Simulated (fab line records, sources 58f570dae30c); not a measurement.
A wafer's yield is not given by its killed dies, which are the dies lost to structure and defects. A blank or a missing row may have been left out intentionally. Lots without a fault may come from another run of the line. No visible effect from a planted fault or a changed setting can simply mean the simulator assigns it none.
Lot-split experiment || flow berkeley cmos170 || 23 wafers read from 5 lots, route of 331 steps

SPLIT DETAILS
At UCB170_V1_COAT_07 (resist thk 900 nm), the setting resist thk nm was moved away from the recipe's 900 nm on 5 of the 23 wafers read, by -2.4% to +5.1%. For the rest of the wafers, this setting stayed at what the recipe calls for.

No step appears in the file between the split and the reading.

THE READING
KrF_of_V1_COAT_07.thk nm (the simulator's own value, which no gauge read), in nm, at UCB170_V1_ETCH_14 (etches SiO2 in CHF3/CF4/Ar, stops on Al, target depth 1250 nm, time 291 s). No usual value for it is given in the file. Average 610.7 nm, standard deviation 3.2 nm, over the 18 wafers here run with the recipe.

{"wafer": "L077.2", "tool, chamber at the split": "litho track-04, 0", "resist thk nm as run, nm": 900, "against the recipe": "recipe", "KrF_of_V1_COAT_07.thk nm, nm": 606.6, "against lot-mates on the recipe": "-"}
{"wafer": "L077.3", "tool, chamber at the split": "litho track-04, 0", "resist thk nm as run, nm": 900, "against the recipe": "recipe", "KrF_of_V1_COAT_07.thk nm, nm": 610.8, "against lot-mates on the recipe": "-"}
{"wafer": "L077.4", "tool, chamber at the split": "litho track-04, 0", "resist thk nm as run, nm": 900, "against the recipe": "recipe", "KrF_of_V1_COAT_07.thk nm, nm": 608.8, "against lot-mates on the recipe": "-"}
{"wafer": "L077.5", "tool, chamber at the split": "litho track-04, 0", "resist thk nm as run, nm": 900, "against the recipe": "recipe", "KrF_of_V1_COAT_07.thk nm, nm": 612.2, "against lot-mates on the recipe": "-"}
{"wafer": "L077.6", "tool, chamber at the split": "litho track-04, 0", "resist thk nm as run, nm": 900, "against the recipe": "recipe", "KrF_of_V1_COAT_07.thk nm, nm": 610.2, "against lot-mates on the recipe": "-"}
{"wafer": "L074.1", "tool, chamber at the split": "litho track-04, 0", "resist thk nm as run, nm": 900, "against the recipe": "recipe", "KrF_of_V1_COAT_07.thk nm, nm": 616.9, "against lot-mates on the recipe": "-"}
{"wafer": "L074.2", "tool, chamber at the split": "litho track-04, 0", "resist thk nm as run, nm": 900, "against the recipe": "recipe", "KrF_of_V1_COAT_07.thk nm, nm": 607.7, "against lot-mates on the recipe": "-"}
{"wafer": "L074.3", "tool, chamber at the split": "litho track-04, 0", "resist thk nm as run, nm": 900, "against the recipe": "recipe", "KrF_of_V1_COAT_07.thk nm, nm": 613.6, "against lot-mates on the recipe": "-"}
{"wafer": "L074.4", "tool, chamber at the split": "litho track-04, 0", "resist thk nm as run, nm": 900, "against the recipe": "recipe", "KrF_of_V1_COAT_07.thk nm, nm": 614, "against lot-mates on the recipe": "-"}
{"wafer": "L074.5", "tool, chamber at the split": "litho track-04, 0", "resist thk nm as run, nm": 900, "against the recipe": "recipe", "KrF_of_V1_COAT_07.thk nm, nm": 609.3, "against lot-mates on the recipe": "-"}
{"wafer": "L082.1", "tool, chamber at the split": "litho track-01, 0", "resist thk nm as run, nm": 900, "against the recipe": "recipe", "KrF_of_V1_COAT_07.thk nm, nm": 608.4, "against lot-mates on the recipe": "-"}
{"wafer": "L082.2", "tool, chamber at the split": "litho track-01, 0", "resist thk nm as run, nm": 900, "against the recipe": "recipe", "KrF_of_V1_COAT_07.thk nm, nm": 612.5, "against lot-mates on the recipe": "-"}
{"wafer": "L082.3", "tool, chamber at the split": "litho track-01, 0", "resist thk nm as run, nm": 878, "against the recipe": "-2.4%", "KrF_of_V1_COAT_07.thk nm, nm": 589.7, "against lot-mates on the recipe": -20.7}
{"wafer": "L082.4", "tool, chamber at the split": "litho track-01, 0", "resist thk nm as run, nm": 878, "against the recipe": "-2.4%", "KrF_of_V1_COAT_07.thk nm, nm": 590.7, "against lot-mates on the recipe": -19.7}
{"wafer": "L082.6", "tool, chamber at the split": "litho track-01, 0", "resist thk nm as run, nm": 900, "against the recipe": "recipe", "KrF_of_V1_COAT_07.thk nm, nm": 610.2, "against lot-mates on the recipe": "-"}
{"wafer": "L083.1", "tool, chamber at the split": "litho track-03, 0", "resist thk nm as run, nm": 900, "against the recipe": "recipe", "KrF_of_V1_COAT_07.thk nm, nm": 602.4, "against lot-mates on the recipe": "-"}
{"wafer": "L083.2", "tool, chamber at the split": "litho track-03, 0", "resist thk nm as run, nm": 900, "against the recipe": "recipe", "KrF_of_V1_COAT_07.thk nm, nm": 611.7, "against lot-mates on the recipe": "-"}
{"wafer": "L083.3", "tool, chamber at the split": "litho track-03, 0", "resist thk nm as run, nm": 946.2, "against the recipe": "+5.1%", "KrF_of_V1_COAT_07.thk nm, nm": 658.2, "against lot-mates on the recipe": "+51.2"}
{"wafer": "L083.4", "tool, chamber at the split": "litho track-03, 0", "resist thk nm as run, nm": 946.2, "against the recipe": "+5.1%", "KrF_of_V1_COAT_07.thk nm, nm": 645.4, "against lot-mates on the recipe": "+38.4"}
{"wafer": "L083.5", "tool, chamber at the split": "litho track-03, 0", "resist thk nm as run, nm": 946.2, "against the recipe": "+5.1%", "KrF_of_V1_COAT_07.thk nm, nm": 647.1, "against lot-mates on the recipe": "+40.1"}
{"wafer": "L084.1", "tool, chamber at the split": "litho track-04, 0", "resist thk nm as run, nm": 900, "against the recipe": "recipe", "KrF_of_V1_COAT_07.thk nm, nm": 610.2, "against lot-mates on the recipe": "-"}
{"wafer": "L084.3", "tool, chamber at the split": "litho track-04, 0", "resist thk nm as run, nm": 900, "against the recipe": "recipe", "KrF_of_V1_COAT_07.thk nm, nm": 612.8, "against lot-mates on the recipe": "-"}
{"wafer": "L084.5", "tool, chamber at the split": "litho track-04, 0", "resist thk nm as run, nm": 900, "against the recipe": "recipe", "KrF_of_V1_COAT_07.thk nm, nm": 614.1, "against lot-mates on the recipe": "-"}

THE FIT
A straight line over all 23 wafers: KrF_of_V1_COAT_07.thk nm changes by +7.82 nm for each +1% of resist thk nm; r = +0.97; the points scatter about the line by 3.7 nm.
The same after taking each lot's own level away (the mean of its wafers on the recipe; 23 wafers): +8.39 nm for each +1%; r = +0.98; scatter 3.3 nm.
That fit puts the effect of the largest move of resist thk nm on the reading at 43 nm.
From 607.05 to 612.37 nm: that is the span of the lots' own levels, equal to 1.7 times the standard deviation above.
So the lot-to-lot level changes the slope little: the two slopes agree.
Check: for one of the wafers moved furthest among these (+5.1%), held out of the fit, the line's prediction against its lot-mates is +39.7 nm. Against them it came out at +51.2 nm.

OTHER SPLITS ON THESE WAFERS
Note: prior to the reading, these wafers also went through further splits. Each is held against what the fit with the lots' levels taken away leaves over:
{"other split on the same wafers": "UCB170_PSD_PEB_04 peb temp c", "wafers away from the commonest value": 9, "r with KrF_of_V1_COAT_07.thk nm (lot level and that fit taken away)": -0.27}
{"other split on the same wafers": "UCB170_PSD_IMPLANT_08 energy kev", "wafers away from the commonest value": 11, "r with KrF_of_V1_COAT_07.thk nm (lot level and that fit taken away)": "+0.30"}
{"other split on the same wafers": "UCB170_SILICIDE_SPUTTER_01 chamber pressure pa", "wafers away from the commonest value": 18, "r with KrF_of_V1_COAT_07.thk nm (lot level and that fit taken away)": -0.01}

THE WHOLE CHAIN: every reading that the file lists as answering this split, in the file's order
{"step": "UCB170_V1_COAT_07", "what it does": "resist thk 900 nm", "reading": "KrF_of_V1_COAT_07.thk nm (the simulator's own value, which no gauge read)", "change (the file's fit)": "+9.24 nm for each +1% of the setting", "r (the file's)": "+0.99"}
{"step": "UCB170_V1_ETCH_14", "what it does": "etches SiO2 in CHF3/CF4/Ar, stops on Al, target depth 1250 nm, time 291 s", "reading": "KrF_of_V1_COAT_07.thk nm (the simulator's own value, which no gauge read)", "change (the file's fit)": "+8.38 nm for each +1% of the setting", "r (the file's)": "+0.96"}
{"step": "UCB170_V1_STRIP_15", "what it does": "strips in O2", "reading": "strip time to endpoint s", "change (the file's fit)": "withheld for each +1% of the setting", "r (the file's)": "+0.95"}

THE FILE'S OWN FIT
KrF_of_V1_COAT_07.thk nm changes by +8.38 nm for each +1% of resist thk nm, r = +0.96.
